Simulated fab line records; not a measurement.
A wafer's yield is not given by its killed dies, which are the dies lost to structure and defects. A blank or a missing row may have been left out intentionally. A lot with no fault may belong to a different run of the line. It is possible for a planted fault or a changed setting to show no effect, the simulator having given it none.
Which tool was responsible? || flow berkeley-cmos170 || 7 lots with 21 wafers sampled at 3 steps, on a route of 331 steps

WHAT THE GAUGES READ, wafer by wafer
UCB170_ACTIVE_OVL_MEAS_14.
{"lot": "L603", "measured": "day 6 06:35", "on": "overlay-02", "ACTIVE_OVL (nm)": "2 -1 -11"}
{"lot": "L605", "measured": "day 6 15:23", "on": "overlay-01", "ACTIVE_OVL (nm)": "-2 2 1"}
{"lot": "L607", "measured": "day 6 16:03", "on": "overlay-02", "ACTIVE_OVL (nm)": "-12 -11 -2"}
{"lot": "L610", "measured": "day 7 18:30", "on": "overlay-01", "ACTIVE_OVL (nm)": "-3 3 -1"}
{"lot": "L613", "measured": "day 7 18:13", "on": "overlay-01", "ACTIVE_OVL (nm)": "4 10 2"}
{"lot": "L620", "measured": "day 9 10:07", "on": "overlay-02", "ACTIVE_OVL (nm)": "4 4 6"}
{"lot": "L622", "measured": "day 9 14:43", "on": "overlay-01", "ACTIVE_OVL (nm)": "0 -7 0"}

WHAT TOOL EACH LOT RAN ON (gives the tool, then ch and the chambers of the sampled wafers, and finally the start)
{"lot": "L603", "UCB170_ZERO_ETCH_06": "rie-diel-04 ch 1,2,3, day 2 21:29", "UCB170_PWELL_STRIP_16": "plasma-asher-02 ch 0,1, day 4 23:13"}
{"lot": "L605", "UCB170_ZERO_ETCH_06": "rie-diel-03 ch 1,2, day 3 05:55", "UCB170_PWELL_STRIP_16": "plasma-asher-01 ch 0,1, day 5 09:45"}
{"lot": "L607", "UCB170_ZERO_ETCH_06": "rie-diel-04 ch 1,2,3, day 3 13:14", "UCB170_PWELL_STRIP_16": "plasma-asher-03 ch 0,1, day 5 09:52"}
{"lot": "L610", "UCB170_ZERO_ETCH_06": "rie-diel-04 ch 0,1,3, day 4 19:21", "UCB170_PWELL_STRIP_16": "plasma-asher-01 ch 0,1, day 6 11:05"}
{"lot": "L613", "UCB170_ZERO_ETCH_06": "rie-diel-04 ch 0,2, day 5 06:17", "UCB170_PWELL_STRIP_16": "plasma-asher-01 ch 0,1, day 6 10:48"}
{"lot": "L620", "UCB170_ZERO_ETCH_06": "rie-diel-01 ch 0,1,2, day 6 07:24", "UCB170_PWELL_STRIP_16": "plasma-asher-02 ch 0,1, day 7 22:52"}
{"lot": "L622", "UCB170_ZERO_ETCH_06": "rie-diel-03 ch 1,2,3, day 6 16:36", "UCB170_PWELL_STRIP_16": "plasma-asher-02 ch 0,1, day 8 04:43"}
- UCB170_ZERO_ETCH_06: etches SiO2 in CHF3/CF4/Ar, time 11.54 s.
- UCB170_PWELL_STRIP_16: strips in O2.

THE ANSWER, worked out from the rows above alone
Rule: usual is defined by the lots themselves. Put in order of their means at a reading, lots are off if they are a third of the lots or fewer, leave a main group of 4 or more, and stand apart from it by a gap of 3 or more times the standard deviation of the main group's means; of several such gaps the widest counts. The tables above print the reading to a certain number of digits; a main group whose means all agree to those digits is not used. A lot without any number at a reading at which 4 lots or more have one is off too. All remaining lots with rows at the step are treated as sound.
None of the lots is off at any reading shown; this tells nothing.

WHAT WAS PUT IN BY THE SIMULATOR
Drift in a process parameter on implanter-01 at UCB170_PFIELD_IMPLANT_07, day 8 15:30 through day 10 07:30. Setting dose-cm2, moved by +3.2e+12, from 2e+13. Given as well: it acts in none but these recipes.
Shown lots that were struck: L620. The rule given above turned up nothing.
